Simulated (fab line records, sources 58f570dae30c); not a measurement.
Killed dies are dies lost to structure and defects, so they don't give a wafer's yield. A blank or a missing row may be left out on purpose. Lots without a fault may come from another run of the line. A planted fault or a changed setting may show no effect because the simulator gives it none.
fab line records | flow berkeley_cmos170 | part 2 of 2: steps 32 to 41 of 41
record lots=5 wafers=15 last_day=12
route steps=331 shown M2@273 V2@292 M3@309
lots that met no fault: from a run of the same line without faults
start_h: hours from the record's first day to the start of the lot's first wafer shown | wait_h: hours since the lot's step before | " the same as in the row above | L1.1+2: a row that stands for several wafers | - no value, or no start given | * or withheld: withheld | < > ~ a bound
route shown NAME@n: a module of which the file shows steps, and the number in the route of the first | usual: mean/standard deviation of fault-free wafers | same: alike in all rows | chamber/n: place in a boat | sites: the reading at each site | _std_site: their standard deviation | _edge_site: outer sites' mean less inner sites' | radius_mm: how far each site lies from the wafer's centre | mask NAME#n: copy n | behind: the tool/chamber that last shaped the wafer | hold: why the lot was held/for how many hours/how that ended | device: the transistor (n, p or np) that didn't switch | end of line: the same wafers' tests at the end of the route | a step without rows: its recipe alone | killed: dies lost to structure and defects at the first sort, not the wafer's yield | map: a wafer's dies, x killed, . not, _ none there
set.NAME: the setting as run; set.NAME@STEP: as run at that earlier step | model.NAME: the simulator's own value behind a step, which no gauge read
lots at some steps of the route; a table a step, a row a wafer
services: from which hour (start_h, from the record's first day; less than 0 if before it) a tool's chamber was out of use, for how many hours, and why
## steps
# step UCB170_V2_CD_MEAS_12
# recipe target_cd_nm=700
# usual cd_nm=699.5/1.5
# columns lot.wafer tool chamber start_h wait_h cd_nm
L076.2 cd_sem-01 - 179.39 - 703.0
L076.3 " - " " 700.5
L076.4 " - " " 701.2
L083.2 cd_sem-01 - 219.91 - 700.0
L083.4 " - " " 700.6
L083.5 " - " " 700.6
L087.1 cd_sem-02 - 242.09 - 697.9
L087.4 " - " " 698.4
L087.5 " - " " 695.8
L094.1 cd_sem-02 - 283.00 - 700.3
L094.2 " - " " 699.5
L094.6 " - " " 698.7
L093.3 cd_sem-02 - 287.70 - 697.6
L093.4 " - " " 696.4
L093.5 " - " " 697.5
# step UCB170_V2_OVL_MEAS_13
# usual V2_OVL=0/7
# columns lot.wafer tool chamber start_h wait_h V2_OVL[nm]
L076.2 overlay-01 - 179.50 0.1 -16
L076.3 " - " " -9
L076.4 " - " " -19
L083.2 overlay-02 - 220.02 0.1 11
L083.4 " - " " 7
L083.5 " - " " -4
L087.1 overlay-02 - 242.21 0.1 -11
L087.4 " - " " 4
L087.5 " - " " -13
L094.1 overlay-02 - 283.12 0.1 -8
L094.2 " - " " 8
L094.6 " - " " 1
L093.3 overlay-01 - 287.80 0.1 6
L093.4 " - " " -4
L093.5 " - " " 7
# step UCB170_V2_ETCH_14
# recipe chemistry=CHF3/CF4/Ar target=SiO2 stop_on=Al CHF3_flow_sccm=45 cf4_flow_sccm=15 Ar_flow_sccm=150 pressure_mtorr=200 rf_w=700 target_depth_a=12500 over_etch_frac=0.25 time_s=291
# usual drypump_motor_current_A=5.5/0.37 oes_product_au=0.876/0.012 throttle_valve_pct=6.95/0.11
# same over_etch_frac=0.25
# columns lot.wafer tool chamber start_h wait_h drypump_motor_current_A oes_product_au rf_hours_counter_h throttle_valve_pct
L076.2 rie_diel-04 0 179.53 0.0 6.0 0.873 151 6.81
L076.3 " 1 " " 5.9 0.899 2 6.92
L076.4 " 3 " " 5.3 0.881 12 7.09
L083.2 rie_diel-03 2 220.05 0.0 5.6 0.881 19 7.12
L083.4 " 0 " " 5.6 0.858 79 7.12
L083.5 " 0 " " 5.6 0.850 - 7.12
L087.1 rie_diel-04 2 242.24 0.0 5.9 0.892 63 6.74
L087.4 " 0 " " 6.0 0.877 2 6.82
L087.5 " 0 " " 6.1 0.892 - 6.80
L094.1 rie_diel-01 1 283.15 0.0 5.7 0.873 8 6.95
L094.2 " 0 " " 4.7 0.880 3 6.99
L094.6 " 0 " " 4.7 0.883 - 6.99
L093.3 rie_diel-03 3 287.82 0.0 5.0 0.869 111 6.83
L093.4 " 0 " " 5.7 0.857 82 7.13
L093.5 " 2 " " 5.7 0.879 - 7.09
# step UCB170_V2_STRIP_15
# recipe chemistry=O2 power_w=400 pressure_mtorr=3500 platen_temp_c=withheld o2_flow_sccm=400 overash_fraction=0.5
# usual drypump_motor_current_A=6.03/0.2 oes_product_au=0.722/0.0045 strip_time_to_endpoint_s=15.31/0.089
# columns lot.wafer tool chamber start_h wait_h drypump_motor_current_A oes_product_au rf_hours_counter_h strip_time_to_endpoint_s
L076.2 plasma_asher-03 0 179.71 0.1 5.97 0.714 43 15.22
L076.3 " 0 " " 5.96 0.729 - 15.16
L076.4 " 1 " " 5.97 0.721 - 15.23
L083.2 plasma_asher-04 1 220.23 0.1 5.74 0.728 49 15.27
L083.4 " 0 " " 6.35 0.711 - 15.23
L083.5 " 0 " " 6.37 0.723 - 15.29
L087.1 plasma_asher-01 0 242.42 0.1 5.86 0.724 13 15.45
L087.4 " 0 " " 5.90 0.720 - 15.44
L087.5 " 1 " " 6.23 0.723 - 15.47
L094.1 plasma_asher-04 1 283.33 0.1 5.78 0.719 55 15.38
L094.2 " 0 " " 6.36 0.722 55 15.25
L094.6 " 1 " " 5.76 0.719 - 15.36
L093.3 plasma_asher-04 0 288.04 0.1 6.35 0.727 - 15.39
L093.4 " 1 " " 5.76 0.718 - 15.37
L093.5 " 0 " " 6.35 0.729 - 15.38
# step UCB170_V2_CD_MEAS_90
# recipe target_cd_nm=700
# usual cd_nm=699.3/1.5
# columns lot.wafer tool chamber start_h wait_h cd_nm
L076.2 cd_sem-01 - 179.83 0.1 703.2
L076.3 " - " " 700.8
L076.4 " - " " 701.1
L083.2 cd_sem-01 - 220.35 0.1 700.0
L083.4 " - " " 701.3
L083.5 " - " " 701.2
L087.1 cd_sem-01 - 242.52 0.1 698.4
L087.4 " - " " 698.3
L087.5 " - " " 695.2
L094.1 cd_sem-01 - 283.43 0.1 699.9
L094.2 " - " " 698.2
L094.6 " - " " 698.4
L093.3 cd_sem-01 - 288.15 0.1 697.9
L093.4 " - " " 696.2
L093.5 " - " " 697.2
# step UCB170_M3_PRE_CLEAN_00
# recipe gas=Ar preclean_etch_time_s=60
# same preclean_etch_time_s=60
# columns lot.wafer tool chamber start_h wait_h
L076.2+3+4 pvd_sputter-04 - 179.93 0.1
L083.2+4+5 pvd_sputter-02 - 220.45 0.1
L087.1+4+5 pvd_sputter-02 - 242.64 0.1
L094.1+2+6 pvd_sputter-04 - 283.55 0.1
L093.3+4+5 pvd_sputter-02 - 288.23 0.1
# step UCB170_M3_SPUTTER_01
# recipe material=Al target_thk_nm=900 time_s=120 power_w=6000 chamber_pressure_pa=0.5
# usual throttle_valve_pct=30.0/0.76
# columns lot.wafer tool chamber start_h wait_h throttle_valve_pct
L076.2 pvd_sputter-04 - 179.99 0.0 28.6
L076.3 " - " " 30.0
L076.4 " - " " 30.4
L083.2 pvd_sputter-02 - 220.52 0.0 29.2
L083.4 " - " " 29.2
L083.5 " - " " 29.1
L087.1 pvd_sputter-02 - 242.71 0.0 29.3
L087.4 " - " " 29.4
L087.5 " - " " 31.4
L094.1 pvd_sputter-04 - 283.62 0.0 29.1
L094.2 " - " " 28.6
L094.6 " - " " 28.6
L093.3 pvd_sputter-02 - 288.29 0.0 29.2
L093.4 " - " " 29.1
L093.5 " - " " 31.3
# step UCB170_M3_RS_MEAS_02
# recipe thk_meas_gauge=four-point-probe reads=Al_of_M3_SPUTTER_01
# usual M3_AL_RS=0.0322/0.00038
# columns lot.wafer tool chamber start_h wait_h M3_AL_RS[ohm/sq]
L076.2 film_metro-03 - 180.10 0.1 0.0320
L076.3 " - " " 0.0325
L076.4 " - " " 0.0321
L083.2 film_metro-01 - 220.62 0.1 0.0318
L083.4 " - " " 0.0316
L083.5 " - " " 0.0319
L087.1 film_metro-03 - 242.79 0.0 0.0325
L087.4 " - " " 0.0323
L087.5 " - " " 0.0325
L094.1 film_metro-01 - 283.70 0.0 0.0321
L094.2 " - " " 0.0320
L094.6 " - " " 0.0320
L093.3 film_metro-04 - 288.59 0.3 0.0330
L093.4 " - " " 0.0329
L093.5 " - " " 0.0327
# step UCB170_M3_THK_MEAS_03
# recipe thk_meas_gauge=xrf reads=Al_of_M3_SPUTTER_01
# usual M3_AL_THK=874/11
# columns lot.wafer tool chamber start_h wait_h M3_AL_THK[nm]
L076.2 film_metro-03 - 180.21 0.1 878
L076.3 " - " " 869
L076.4 " - " " 880
L083.2 film_metro-01 - 220.73 0.1 888
L083.4 " - " " 893
L083.5 " - " " 893
L087.1 film_metro-03 - 242.91 0.1 875
L087.4 " - " " 874
L087.5 " - " " 868
L094.1 film_metro-01 - 283.82 0.1 882
L094.2 " - " " 882
L094.6 " - " " 882
L093.3 film_metro-04 - 288.69 0.1 851
L093.4 " - " " 852
L093.5 " - " " 854
# step UCB170_M3_HMDS_04
# recipe prime_time_s=60 prime_temp_c=100
# columns lot.wafer tool chamber start_h wait_h
L076.2+3+4 litho_track-03 0 180.57 0.4
L083.2+4+5 litho_track-03 0 220.82 0.1
L087.1+4+5 litho_track-02 0 242.99 0.1
L094.1+2+6 litho_track-01 0 284.62 0.8
L093.3+4+5 litho_track-01 0 288.85 0.1
## services
# columns tool chamber start_h hours kind
plasma_asher-02 - 159.91 15.6 pm
wet_bench-04 - 160.66 1.3 repair
rie_diel-03 - 164.75 0.6 repair
krf_scanner-02 - 193.28 4.0 pm
rie_metal-01 - 199.05 4.1 repair
rie_diel-02 - 200.39 2.8 pm
cmp-01 - 211.20 5.3 pm
plasma_asher-01 - 213.28 0.9 repair
krf_scanner-02 - 215.21 1.0 pm
krf_scanner-02 - 218.14 1.3 pm
cmp-02 - 218.89 1.1 repair
rie_diel-04 3 220.08 4.7 repair
pvd_sputter-04 - 222.41 13.0 repair
plasma_asher-03 - 232.69 2.1 repair
cmp-02 - 233.31 4.0 pm
rie_diel-03 - 235.83 0.6 repair
krf_scanner-01 - 237.00 1.0 pm
rie_diel-04 - 240.21 0.4 repair
krf_scanner-01 - 240.52 1.5 repair
plasma_asher-03 - 243.55 7.9 repair
krf_scanner-01 - 244.83 0.8 pm
cmp-02 - 257.73 3.8 pm
rie_diel-04 0 275.84 6.7 repair
krf_scanner-01 - 285.40 1.3 pm
